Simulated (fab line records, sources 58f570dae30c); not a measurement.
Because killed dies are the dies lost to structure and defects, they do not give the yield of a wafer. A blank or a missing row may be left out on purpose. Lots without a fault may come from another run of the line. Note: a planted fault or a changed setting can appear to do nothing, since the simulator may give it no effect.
Split-lot experiment || flow berkeleyCmos170 || 23 wafers read across 5 lots, on a route 331 steps long

ABOUT THE SPLIT
At UCB170_NVT_IMPLANT_07, the setting doseCm2 was moved away from the recipe's 3e+12 on 7 of the 23 wafers read, by -5.6% to -1.9%. All remaining wafers had this setting at the recipe value.

BETWEEN THE SPLIT AND THE READING: the file shows 1 step in between
- UCB170_NVT_STRIP_08: strips in O2

THE READING
NVT_TW, at UCB170_NVT_TW_MEAS_09. Typical for fault-free wafers on this fab line: 525, with standard deviation 4.

{"wafer": "L078.3", "tool, chamber at the split": "implanter-01, 0", "doseCm2 as run": 3e+12, "against the recipe": "recipe", "NVT_TW": 527, "against lot-mates on the recipe": "-"}
{"wafer": "L078.4", "tool, chamber at the split": "implanter-01, 0", "doseCm2 as run": 3e+12, "against the recipe": "recipe", "NVT_TW": 528, "against lot-mates on the recipe": "-"}
{"wafer": "L078.5", "tool, chamber at the split": "implanter-01, 0", "doseCm2 as run": 3e+12, "against the recipe": "recipe", "NVT_TW": 527, "against lot-mates on the recipe": "-"}
{"wafer": "L079.1", "tool, chamber at the split": "implanter-03, 0", "doseCm2 as run": 2.833e+12, "against the recipe": "-5.6%", "NVT_TW": 518, "against lot-mates on the recipe": -8}
{"wafer": "L079.2", "tool, chamber at the split": "implanter-03, 0", "doseCm2 as run": 2.833e+12, "against the recipe": "-5.6%", "NVT_TW": 516, "against lot-mates on the recipe": -10}
{"wafer": "L079.3", "tool, chamber at the split": "implanter-03, 0", "doseCm2 as run": 3e+12, "against the recipe": "recipe", "NVT_TW": 528, "against lot-mates on the recipe": "-"}
{"wafer": "L079.4", "tool, chamber at the split": "implanter-03, 0", "doseCm2 as run": 3e+12, "against the recipe": "recipe", "NVT_TW": 527, "against lot-mates on the recipe": "-"}
{"wafer": "L079.6", "tool, chamber at the split": "implanter-03, 0", "doseCm2 as run": 3e+12, "against the recipe": "recipe", "NVT_TW": 524, "against lot-mates on the recipe": "-"}
{"wafer": "L080.1", "tool, chamber at the split": "implanter-01, 0", "doseCm2 as run": 3e+12, "against the recipe": "recipe", "NVT_TW": 518, "against lot-mates on the recipe": "-"}
{"wafer": "L080.2", "tool, chamber at the split": "implanter-01, 0", "doseCm2 as run": 2.944e+12, "against the recipe": "-1.9%", "NVT_TW": 517, "against lot-mates on the recipe": -1}
{"wafer": "L080.3", "tool, chamber at the split": "implanter-01, 0", "doseCm2 as run": 3e+12, "against the recipe": "recipe", "NVT_TW": 518, "against lot-mates on the recipe": "-"}
{"wafer": "L080.4", "tool, chamber at the split": "implanter-01, 0", "doseCm2 as run": 2.944e+12, "against the recipe": "-1.9%", "NVT_TW": 514, "against lot-mates on the recipe": -4}
{"wafer": "L080.6", "tool, chamber at the split": "implanter-01, 0", "doseCm2 as run": 2.944e+12, "against the recipe": "-1.9%", "NVT_TW": 514, "against lot-mates on the recipe": -4}
{"wafer": "L085.1", "tool, chamber at the split": "implanter-03, 0", "doseCm2 as run": 3e+12, "against the recipe": "recipe", "NVT_TW": 527, "against lot-mates on the recipe": "-"}
{"wafer": "L085.2", "tool, chamber at the split": "implanter-03, 0", "doseCm2 as run": 3e+12, "against the recipe": "recipe", "NVT_TW": 524, "against lot-mates on the recipe": "-"}
{"wafer": "L085.3", "tool, chamber at the split": "implanter-03, 0", "doseCm2 as run": 3e+12, "against the recipe": "recipe", "NVT_TW": 526, "against lot-mates on the recipe": "-"}
{"wafer": "L085.5", "tool, chamber at the split": "implanter-03, 0", "doseCm2 as run": 3e+12, "against the recipe": "recipe", "NVT_TW": 526, "against lot-mates on the recipe": "-"}
{"wafer": "L085.6", "tool, chamber at the split": "implanter-03, 0", "doseCm2 as run": 3e+12, "against the recipe": "recipe", "NVT_TW": 528, "against lot-mates on the recipe": "-"}
{"wafer": "L082.1", "tool, chamber at the split": "implanter-01, 0", "doseCm2 as run": 2.866e+12, "against the recipe": "-4.5%", "NVT_TW": 517, "against lot-mates on the recipe": -5}
{"wafer": "L082.2", "tool, chamber at the split": "implanter-01, 0", "doseCm2 as run": 2.866e+12, "against the recipe": "-4.5%", "NVT_TW": 514, "against lot-mates on the recipe": -8}
{"wafer": "L082.3", "tool, chamber at the split": "implanter-01, 0", "doseCm2 as run": 3e+12, "against the recipe": "recipe", "NVT_TW": 520, "against lot-mates on the recipe": "-"}
{"wafer": "L082.4", "tool, chamber at the split": "implanter-01, 0", "doseCm2 as run": 3e+12, "against the recipe": "recipe", "NVT_TW": 522, "against lot-mates on the recipe": "-"}
{"wafer": "L082.6", "tool, chamber at the split": "implanter-01, 0", "doseCm2 as run": 3e+12, "against the recipe": "recipe", "NVT_TW": 524, "against lot-mates on the recipe": "-"}

THE FIT
A straight line over all 23 wafers: NVT_TW changes by +1.8 for each +1% of doseCm2; r = +0.68; the points scatter about the line by 3.8.
The same after taking each lot's own level away (the mean of its wafers on the recipe; 23 wafers): +1.59 for each +1%; r = +0.92; scatter 1.4.
That fit puts the effect of the largest move of doseCm2 on the reading at 8.9.
The span of the lots' own levels, 518.0 to 527.3, comes to 2.3 times the standard deviation stated above.
So the lot-to-lot level blurs the effect unless lot-mates are compared.
Check: for one of the wafers moved furthest among these (-5.6%), held out of the fit, the line's prediction against its lot-mates is -9.07. It came out at -8.33 against them.

THE OTHER SPLITS THESE WAFERS WENT THROUGH
Note: prior to the reading, these wafers also went through further splits. Each is held against what the fit with the lots' levels taken away leaves over:
{"other split on the same wafers": "UCB170_PWELL_CVD_05 tempC", "wafers away from the commonest value": 10, "r with NVT_TW (lot level and that fit taken away)": -0.08}
{"other split on the same wafers": "UCB170_PWELL_IMPLANT_15 energyKev", "wafers away from the commonest value": 9, "r with NVT_TW (lot level and that fit taken away)": -0.23}

THE FILE'S OWN FIT
NVT_TW changes by +1.56 for each +1% of doseCm2, r = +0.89.
